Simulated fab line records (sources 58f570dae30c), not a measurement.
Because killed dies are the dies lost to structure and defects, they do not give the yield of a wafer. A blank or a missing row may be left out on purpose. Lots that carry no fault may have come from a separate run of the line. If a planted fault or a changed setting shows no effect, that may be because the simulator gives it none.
Which tool did it?    flow berkeley-cmos170    Sampling: 14 lots, 42 wafers, 4 of 331 route steps

WHAT THE GAUGES READ, wafer by wafer
UCB170_V2_THK_MEAS_04.
lot   measured      on             V2_POLISHED_THK (nm)
L602  day 8 15:43   film-metro-03  1000.0 999.6 1000.8
L604  day 9 22:10   film-metro-03  999.9 998.9 999.2
L607  day 10 04:27  film-metro-04  999.1 999.0 999.5
L606  day 10 06:43  film-metro-03  999.9 1000.2 999.1
L608  day 10 05:04  film-metro-04  999.7 998.7 999.1
L609  day 10 16:47  film-metro-03  999.3 997.7 997.2
L614  day 11 04:04  film-metro-04  998.0 997.9 998.4
L613  day 11 04:47  film-metro-04  999.6 998.6 1000.8
L612  day 11 04:26  film-metro-01  998.7 998.6 998.9
L616  day 12 07:14  film-metro-01  997.7 1000.0 1000.3
L618  day 12 13:32  film-metro-04  998.1 999.2 999.4
L620  day 13 01:29  film-metro-04  997.8 1000.6 1000.3
L622  day 13 15:47  film-metro-04  1000.3 1000.6 999.7
L624  day 14 12:25  film-metro-03  999.5 1001.7 999.6

UCB170_V2_CD_MEAS_12: target cd 700 nm.
lot   measured      on         cd-nm (nm)
L602  day 8 16:52   cd-sem-01  700.0 700.5 700.6
L604  day 9 23:40   cd-sem-01  699.9 700.3 700.8
L607  day 10 05:51  cd-sem-01  700.8 701.8 702.1
L606  day 10 08:22  cd-sem-02  700.2 700.8 701.2
L608  day 10 06:11  cd-sem-01  699.9 700.4 700.2
L609  day 10 18:11  cd-sem-02  698.8 698.6 698.3
L614  day 11 05:59  cd-sem-02  697.8 698.5 698.7
L613  day 11 06:32  cd-sem-02  698.4 700.3 698.0
L612  day 11 06:28  cd-sem-01  698.3 697.9 698.6
L616  day 12 08:27  cd-sem-01  701.4 699.7 702.1
L618  day 12 15:09  cd-sem-02  700.7 699.8 700.4
L620  day 13 03:10  cd-sem-01  697.5 698.9 699.2
L622  day 13 19:29  cd-sem-02  701.5 702.7 702.6
L624  day 14 13:36  cd-sem-01  699.7 700.3 699.8

TOOL THAT RAN EACH LOT (tool first, then ch and the chambers of the sampled wafers, then the start)
lot   UCB170_PVT_STRIP_08                   UCB170_V2_CVD_00
L602  plasma-asher-03 ch 0,1, day 6 09:27   pecvd-01 ch 0,1,2, day 8 15:04
L604  plasma-asher-02 ch 1, day 7 11:30     pecvd-03 ch 0,2, day 9 21:32
L607  plasma-asher-02 ch 0,1, day 8 06:15   pecvd-01 ch 0,1,2, day 10 03:49
L606  plasma-asher-03 ch 0,1, day 8 06:35   pecvd-03 ch 0,1,2, day 10 06:04
L608  plasma-asher-02 ch 0,1, day 8 06:46   pecvd-04 ch 1,2, day 10 04:25
L609  plasma-asher-03 ch 0,1, day 8 17:43   pecvd-01 ch 0,1, day 10 16:07
L614  plasma-asher-04 ch 0,1, day 9 09:37   pecvd-04 ch 0,1,2, day 11 03:25
L613  plasma-asher-03 ch 0,1, day 9 09:45   pecvd-04 ch 1,2, day 11 04:09
L612  plasma-asher-04 ch 0,1, day 9 09:54   pecvd-01 ch 0,1,2, day 11 03:47
L616  plasma-asher-04 ch 0,1, day 10 04:27  pecvd-01 ch 0,1, day 12 06:34
L618  plasma-asher-04 ch 0,1, day 10 11:20  pecvd-04 ch 0,1,2, day 12 12:54
L620  plasma-asher-03 ch 0,1, day 10 17:43  pecvd-04 ch 0,1,2, day 13 00:50
L622  plasma-asher-03 ch 0,1, day 11 07:00  pecvd-04 ch 1,2, day 13 15:07
L624  plasma-asher-04 ch 0,1, day 12 04:08  pecvd-01 ch 1,2, day 14 11:43
- UCB170_PVT_STRIP_08: strips in O2.
- UCB170_V2_CVD_00: deposits SiO2 from TEOS/O2, target thk 2000 nm, time 250 s.

WHAT THE TOOLS THEMSELVES READ (means of the sampled wafers that have a number; where no wafer has one, the mark that the record gives instead)
UCB170_PVT_STRIP_08.
lot   tool             drypump-motor-current-A (A)  oes-product-au (a.u.)  strip-time-to-endpoint-s (s)
L602  plasma-asher-03  6.10                         0.737                  21.53
L604  plasma-asher-02  5.68                         0.729                  21.53
L607  plasma-asher-02  5.88                         0.736                  21.58
L606  plasma-asher-03  6.09                         0.731                  21.57
L608  plasma-asher-02  6.06                         0.733                  21.65
L609  plasma-asher-03  6.10                         0.733                  21.61
L614  plasma-asher-04  6.15                         0.736                  21.67
L613  plasma-asher-03  6.33                         0.732                  21.55
L612  plasma-asher-04  6.24                         0.736                  21.59
L616  plasma-asher-04  6.15                         0.727                  21.63
L618  plasma-asher-04  6.25                         0.732                  21.55
L620  plasma-asher-03  6.33                         0.737                  21.69
L622  plasma-asher-03  6.32                         0.734                  21.58
L624  plasma-asher-04  6.16                         0.734                  21.61

UCB170_V2_CVD_00.
lot   tool      heater-power-w (W)
L602  pecvd-01  202
L604  pecvd-03  280
L607  pecvd-01  206
L606  pecvd-03  259
L608  pecvd-04  210
L609  pecvd-01  206
L614  pecvd-04  266
L613  pecvd-04  245
L612  pecvd-01  185
L616  pecvd-01  191
L618  pecvd-04  254
L620  pecvd-04  241
L622  pecvd-04  226
L624  pecvd-01  174

THE ANSWER, worked out from the rows above alone
Rule: the lots themselves supply what counts as usual. The widest of any qualifying gaps counts: lots, ordered by their means at a reading, are off when they make up no more than a third of the lots, leave a main group of 4 or more, and stand apart from it by 3 or more times the standard deviation of that group's means. The tables above print the reading to a certain number of digits; a main group whose means all agree to those digits is not used. A lot without any number at a reading at which 4 lots or more have one is off too. Where the step has rows for the other lots, those lots are counted as sound. After the gauges, taken in route order, come the tools' own readings; for these a lot's mean is taken, as printed above. The first step at which some lot is off is used, and at that step the reading that is off furthest; a lot without a number counts as furthest.
No lot is off on any of the readings shown, so nothing can be concluded from this.

WHAT THE SIMULATOR HAD PUT IN
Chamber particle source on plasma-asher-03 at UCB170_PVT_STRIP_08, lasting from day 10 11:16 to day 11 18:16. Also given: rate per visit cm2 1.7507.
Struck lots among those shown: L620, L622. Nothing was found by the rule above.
